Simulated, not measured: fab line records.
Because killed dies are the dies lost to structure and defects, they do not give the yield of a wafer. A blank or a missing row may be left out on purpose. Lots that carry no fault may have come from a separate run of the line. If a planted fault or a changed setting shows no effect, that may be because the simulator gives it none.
fab line records / flow rit-cmos
record: lots: 14 wafers: 42 last-day: 7
route steps=202 shown PWELL@48 M1@202
lots that met no fault: from a run of the same line without faults
start-h: start of the lot's first displayed wafer, in hours after the record's first day / wait-h: hours elapsed since this lot's preceding step / " unchanged from the row above / L1.1+2: several wafers, shown together as one row / - either no value or no given start / * or withheld: withheld / < > ~ a bound
route shown NAME@n: names a module that has steps shown in the file, with the first one's number in the route / usual: the fault-free wafers' mean and standard deviation / same: alike in all rows / chamber/n: place in a boat / sites: per-site readings / _std_site: the standard deviation of these / _edge_site: inner sites' mean taken away from outer sites' mean / radius-mm: for every site, how far away it sits from the centre of the wafer / mask NAME#n: copy n / behind: tool/chamber where the wafer was last shaped / hold: what put the lot on hold/how long, in hours/how the hold closed / device: whichever transistor did not switch (one of n, p or np) / end of line: tests of these same wafers at the route's end / for a step that has no rows: nothing shown but its recipe / killed: dies lost to structure and defects at the first sort, not the wafer's yield / map: dies across one wafer; x = killed, . = not, _ = none there
set.NAME: the setting that was run; set.NAME@STEP: the one run at that earlier step / model.NAME: the simulator's own value behind a step, which no gauge read
one table for each step of the route and one row for each wafer, over a sample of lots
services: when a tool's chamber went out of use (start-h, in hours from the record's first day, below 0 if earlier), for how many hours, and the reason
== steps ==
step: RIT_PWELL_STRIP_09
recipe: chemistry: O2 time-s: 180 resist: NOVOLAK platen-temp-c: withheld power-w: 500 pressure-mtorr: 4000 o2-flow-sccm: 4000
usual: drypump-motor-current-A: 5.6/0.52 o2-flow-sccm: 3996/12
lot.wafer=L478.2 tool=plasma-asher-02 chamber=1 start-h=22.36 wait-h=0.1 drypump-motor-current-A=4.9 o2-flow-sccm=3990 rf-hours-counter-h=24
lot.wafer=L478.3 tool=plasma-asher-02 chamber=1 start-h=22.36 wait-h=0.1 drypump-motor-current-A=4.9 o2-flow-sccm=4003 rf-hours-counter-h=-
lot.wafer=L478.5 tool=plasma-asher-02 chamber=1 start-h=22.36 wait-h=0.1 drypump-motor-current-A=4.9 o2-flow-sccm=3981 rf-hours-counter-h=-
lot.wafer=L479.3 tool=plasma-asher-04 chamber=1 start-h=28.60 wait-h=0.1 drypump-motor-current-A=6.4 o2-flow-sccm=4009 rf-hours-counter-h=-
lot.wafer=L479.5 tool=plasma-asher-04 chamber=1 start-h=28.60 wait-h=0.1 drypump-motor-current-A=6.4 o2-flow-sccm=4003 rf-hours-counter-h=-
lot.wafer=L479.6 tool=plasma-asher-04 chamber=0 start-h=28.60 wait-h=0.1 drypump-motor-current-A=5.8 o2-flow-sccm=3973 rf-hours-counter-h=-
lot.wafer=L480.1 tool=plasma-asher-04 chamber=0 start-h=32.90 wait-h=0.1 drypump-motor-current-A=5.8 o2-flow-sccm=3995 rf-hours-counter-h=36
lot.wafer=L480.4 tool=plasma-asher-04 chamber=0 start-h=32.90 wait-h=0.1 drypump-motor-current-A=5.9 o2-flow-sccm=4005 rf-hours-counter-h=-
lot.wafer=L480.6 tool=plasma-asher-04 chamber=1 start-h=32.90 wait-h=0.1 drypump-motor-current-A=6.4 o2-flow-sccm=4020 rf-hours-counter-h=-
lot.wafer=L482.4 tool=plasma-asher-03 chamber=0 start-h=42.33 wait-h=0.1 drypump-motor-current-A=5.8 o2-flow-sccm=3996 rf-hours-counter-h=-
lot.wafer=L482.5 tool=plasma-asher-03 chamber=1 start-h=42.33 wait-h=0.1 drypump-motor-current-A=6.1 o2-flow-sccm=3997 rf-hours-counter-h=-
lot.wafer=L482.6 tool=plasma-asher-03 chamber=0 start-h=42.33 wait-h=0.1 drypump-motor-current-A=5.8 o2-flow-sccm=3990 rf-hours-counter-h=-
lot.wafer=L483.1 tool=plasma-asher-03 chamber=1 start-h=47.42 wait-h=0.1 drypump-motor-current-A=6.1 o2-flow-sccm=3991 rf-hours-counter-h=41
lot.wafer=L483.2 tool=plasma-asher-03 chamber=0 start-h=47.42 wait-h=0.1 drypump-motor-current-A=5.8 o2-flow-sccm=3994 rf-hours-counter-h=41
lot.wafer=L483.4 tool=plasma-asher-03 chamber=0 start-h=47.42 wait-h=0.1 drypump-motor-current-A=5.8 o2-flow-sccm=3996 rf-hours-counter-h=-
lot.wafer=L485.1 tool=plasma-asher-03 chamber=0 start-h=57.26 wait-h=0.1 drypump-motor-current-A=5.8 o2-flow-sccm=4012 rf-hours-counter-h=43
lot.wafer=L485.2 tool=plasma-asher-03 chamber=1 start-h=57.26 wait-h=0.1 drypump-motor-current-A=6.1 o2-flow-sccm=4786 rf-hours-counter-h=43
lot.wafer=L485.4 tool=plasma-asher-03 chamber=1 start-h=57.26 wait-h=0.1 drypump-motor-current-A=6.1 o2-flow-sccm=4798 rf-hours-counter-h=-
lot.wafer=L486.2 tool=plasma-asher-02 chamber=0 start-h=62.90 wait-h=0.1 drypump-motor-current-A=5.1 o2-flow-sccm=3998 rf-hours-counter-h=28
lot.wafer=L486.4 tool=plasma-asher-02 chamber=0 start-h=62.90 wait-h=0.1 drypump-motor-current-A=5.1 o2-flow-sccm=3973 rf-hours-counter-h=-
lot.wafer=L486.6 tool=plasma-asher-02 chamber=1 start-h=62.90 wait-h=0.1 drypump-motor-current-A=4.9 o2-flow-sccm=3994 rf-hours-counter-h=-
lot.wafer=L487.1 tool=plasma-asher-03 chamber=0 start-h=67.71 wait-h=0.1 drypump-motor-current-A=5.8 o2-flow-sccm=4000 rf-hours-counter-h=44
lot.wafer=L487.4 tool=plasma-asher-03 chamber=0 start-h=67.71 wait-h=0.1 drypump-motor-current-A=5.8 o2-flow-sccm=4003 rf-hours-counter-h=-
lot.wafer=L487.6 tool=plasma-asher-03 chamber=1 start-h=67.71 wait-h=0.1 drypump-motor-current-A=6.1 o2-flow-sccm=4799 rf-hours-counter-h=-
lot.wafer=L494.1 tool=plasma-asher-02 chamber=1 start-h=103.96 wait-h=0.1 drypump-motor-current-A=4.9 o2-flow-sccm=3984 rf-hours-counter-h=32
lot.wafer=L494.4 tool=plasma-asher-02 chamber=0 start-h=103.96 wait-h=0.1 drypump-motor-current-A=5.1 o2-flow-sccm=3984 rf-hours-counter-h=-
lot.wafer=L494.6 tool=plasma-asher-02 chamber=0 start-h=103.96 wait-h=0.1 drypump-motor-current-A=5.1 o2-flow-sccm=3979 rf-hours-counter-h=-
lot.wafer=L496.4 tool=plasma-asher-02 chamber=1 start-h=113.16 wait-h=0.1 drypump-motor-current-A=4.9 o2-flow-sccm=3990 rf-hours-counter-h=-
lot.wafer=L496.5 tool=plasma-asher-02 chamber=0 start-h=113.16 wait-h=0.1 drypump-motor-current-A=5.1 o2-flow-sccm=4012 rf-hours-counter-h=-
lot.wafer=L496.6 tool=plasma-asher-02 chamber=1 start-h=113.16 wait-h=0.1 drypump-motor-current-A=4.9 o2-flow-sccm=3990 rf-hours-counter-h=-
lot.wafer=L498.1 tool=plasma-asher-04 chamber=1 start-h=122.48 wait-h=0.1 drypump-motor-current-A=6.4 o2-flow-sccm=4016 rf-hours-counter-h=46
lot.wafer=L498.2 tool=plasma-asher-04 chamber=0 start-h=122.48 wait-h=0.1 drypump-motor-current-A=5.9 o2-flow-sccm=3970 rf-hours-counter-h=46
lot.wafer=L498.6 tool=plasma-asher-04 chamber=1 start-h=122.48 wait-h=0.1 drypump-motor-current-A=6.4 o2-flow-sccm=3998 rf-hours-counter-h=-
lot.wafer=L499.1 tool=plasma-asher-04 chamber=0 start-h=128.82 wait-h=0.1 drypump-motor-current-A=5.9 o2-flow-sccm=4006 rf-hours-counter-h=46
lot.wafer=L499.3 tool=plasma-asher-04 chamber=0 start-h=128.82 wait-h=0.1 drypump-motor-current-A=5.8 o2-flow-sccm=4028 rf-hours-counter-h=-
lot.wafer=L499.6 tool=plasma-asher-04 chamber=0 start-h=128.82 wait-h=0.1 drypump-motor-current-A=5.8 o2-flow-sccm=4007 rf-hours-counter-h=-
lot.wafer=L500.1 tool=plasma-asher-02 chamber=0 start-h=133.71 wait-h=0.1 drypump-motor-current-A=5.1 o2-flow-sccm=3979 rf-hours-counter-h=35
lot.wafer=L500.4 tool=plasma-asher-02 chamber=1 start-h=133.71 wait-h=0.1 drypump-motor-current-A=4.9 o2-flow-sccm=4003 rf-hours-counter-h=-
lot.wafer=L500.6 tool=plasma-asher-02 chamber=1 start-h=133.71 wait-h=0.1 drypump-motor-current-A=4.9 o2-flow-sccm=4016 rf-hours-counter-h=-
lot.wafer=L501.3 tool=plasma-asher-03 chamber=0 start-h=138.96 wait-h=0.1 drypump-motor-current-A=5.8 o2-flow-sccm=3995 rf-hours-counter-h=-
lot.wafer=L501.4 tool=plasma-asher-03 chamber=1 start-h=138.96 wait-h=0.1 drypump-motor-current-A=6.1 o2-flow-sccm=3990 rf-hours-counter-h=-
lot.wafer=L501.6 tool=plasma-asher-03 chamber=1 start-h=138.96 wait-h=0.1 drypump-motor-current-A=6.0 o2-flow-sccm=3990 rf-hours-counter-h=-
step: RIT_M1_PROBE_99
usual: killed-at-contacts: 0.1/0.29 killed-at-front-end: 7/3 killed-dies: 7/3 killed-open: 3.5/2 killed-short: 3.4/2
same: gross-dies: 264 killed_at_M0_to_M3: 0 killed_at_M4_up: 0 killed-at-back-side: 0 killed-at-other: 0
lot.wafer=L485.1 tool=prober-02 chamber=- start-h=91.39 wait-h=0.1 killed-at-contacts=0 killed-at-front-end=12 killed-dies=12 killed-open=9 killed-short=3
lot.wafer=L485.2 tool=prober-02 chamber=- start-h=91.44 wait-h=0.1 killed-at-contacts=0 killed-at-front-end=5 killed-dies=5 killed-open=2 killed-short=3
lot.wafer=L485.4 tool=prober-02 chamber=- start-h=91.54 wait-h=0.2 killed-at-contacts=0 killed-at-front-end=10 killed-dies=10 killed-open=4 killed-short=6
lot.wafer=L486.2 tool=prober-01 chamber=- start-h=96.38 wait-h=0.1 killed-at-contacts=0 killed-at-front-end=4 killed-dies=4 killed-open=1 killed-short=3
lot.wafer=L486.4 tool=prober-01 chamber=- start-h=96.48 wait-h=0.2 killed-at-contacts=0 killed-at-front-end=11 killed-dies=11 killed-open=3 killed-short=8
lot.wafer=L486.6 tool=prober-01 chamber=- start-h=96.58 wait-h=0.2 killed-at-contacts=0 killed-at-front-end=6 killed-dies=6 killed-open=5 killed-short=1
lot.wafer=L494.1 tool=prober-01 chamber=- start-h=137.59 wait-h=0.1 killed-at-contacts=0 killed-at-front-end=10 killed-dies=10 killed-open=2 killed-short=8
lot.wafer=L494.4 tool=prober-01 chamber=- start-h=137.74 wait-h=0.2 killed-at-contacts=0 killed-at-front-end=12 killed-dies=12 killed-open=5 killed-short=7
lot.wafer=L494.6 tool=prober-01 chamber=- start-h=137.84 wait-h=0.2 killed-at-contacts=0 killed-at-front-end=7 killed-dies=7 killed-open=4 killed-short=3
lot.wafer=L496.4 tool=prober-01 chamber=- start-h=148.60 wait-h=0.2 killed-at-contacts=0 killed-at-front-end=9 killed-dies=9 killed-open=5 killed-short=4
lot.wafer=L496.5 tool=prober-01 chamber=- start-h=148.65 wait-h=0.2 killed-at-contacts=1 killed-at-front-end=6 killed-dies=7 killed-open=4 killed-short=3
lot.wafer=L496.6 tool=prober-01 chamber=- start-h=148.70 wait-h=0.2 killed-at-contacts=0 killed-at-front-end=5 killed-dies=5 killed-open=2 killed-short=3
killed by level:class
L485.1 GATE:geometric-particle:open=4 SILICIDE:geometric-particle:open=3 GATE:geometric-particle:short=2 REOX:geometric-particle:open=1 SPACER:geometric-particle:open=1 SILICIDE:geometric-particle:short=1
L485.2 GATE:geometric-particle:short=2 FOX2:geometric-particle:open=1 GATE:geometric-particle:open=1 SILICIDE:geometric-particle:short=1
L485.4 SILICIDE:geometric-particle:short=3 FOX1:geometric-particle:short=2 SPACER:geometric-particle:open=2 FOX1:geometric-particle:open=1 REOX:geometric-particle:open=1 SPACER:geometric-particle:short=1
L486.2 GATE:geometric-particle:short=2 FOX2:geometric-particle:short=1 GATE:geometric-particle:open=1
L486.4 GATE:geometric-particle:short=4 FOX1:geometric-particle:short=2 FOX2:geometric-particle:short=1 GATE:geometric-particle:open=1 SPACER:geometric-particle:open=1 SPACER:geometric-particle:short=1 SILICIDE:geometric-particle:open=1
L486.6 GATE:geometric-particle:open=3 REOX:geometric-particle:open=1 SPACER:geometric-particle:open=1 SPACER:geometric-particle:short=1
L494.1 SPACER:geometric-particle:short=4 FOX1:geometric-particle:short=2 GATE:geometric-particle:short=2 GATE:geometric-particle:open=1 SILICIDE:geometric-particle:open=1
L494.4 GATE:geometric-particle:short=3 FOX1:geometric-particle:short=2 SILICIDE:geometric-particle:open=2 FOX1:geometric-particle:open=1 FOX2:geometric-particle:open=1 FOX2:geometric-particle:short=1 SPACER:geometric-particle:open=1 SILICIDE:geometric-particle:short=1
L494.6 GATE:geometric-particle:open=2 SILICIDE:geometric-particle:short=2 GATE:geometric-particle:short=1 REOX:geometric-particle:open=1 SILICIDE:geometric-particle:open=1
L496.4 FOX1:geometric-particle:open=4 FOX1:geometric-particle:short=2 GATE:geometric-particle:short=1 REOX:geometric-particle:open=1 SPACER:geometric-particle:short=1
L496.5 FOX1:geometric-particle:open=2 FOX1:geometric-particle:short=1 GATE:geometric-particle:open=1 GATE:geometric-particle:short=1 REOX:geometric-particle:short=1 CONTACT:geometric-particle:open=1
L496.6 REOX:geometric-particle:short=2 GATE:geometric-particle:open=1 SPACER:geometric-particle:open=1 SPACER:geometric-particle:short=1
== services ==
tool=plasma-asher-02 chamber=- start-h=106.27 hours=1.4 kind=repair
== key ==
first-sign: step: RIT_PWELL_STRIP_09 reading: o2-flow-sccm direction: up sigmas: 65 usual: 3996 struck: 4795
effect none on later readings
met-at RIT_PWELL_STRIP_09
struck-lots L485,L487
struck-wafers L485.2,L485.4,L487.6
tester-left-out L485,L487
onset-between 47.42 57.26
fault: kind: process-parameter-drift tool: plasma-asher-03 chamber: 1 onset-h: 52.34 steps: RIT_PWELL_STRIP_09 channel: o2-flow-sccm offset: 800 shape: step end-h: 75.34 acts-in: these-recipes-only stated: 4000
tester-left-out: of these lots the tester's yield and bins aren't shown, on N5 and GAA mostly nor the transistor test; their killed dies are dies lost to structure and defects alone, not to doping, threshold or leakage, so they don't give the yield
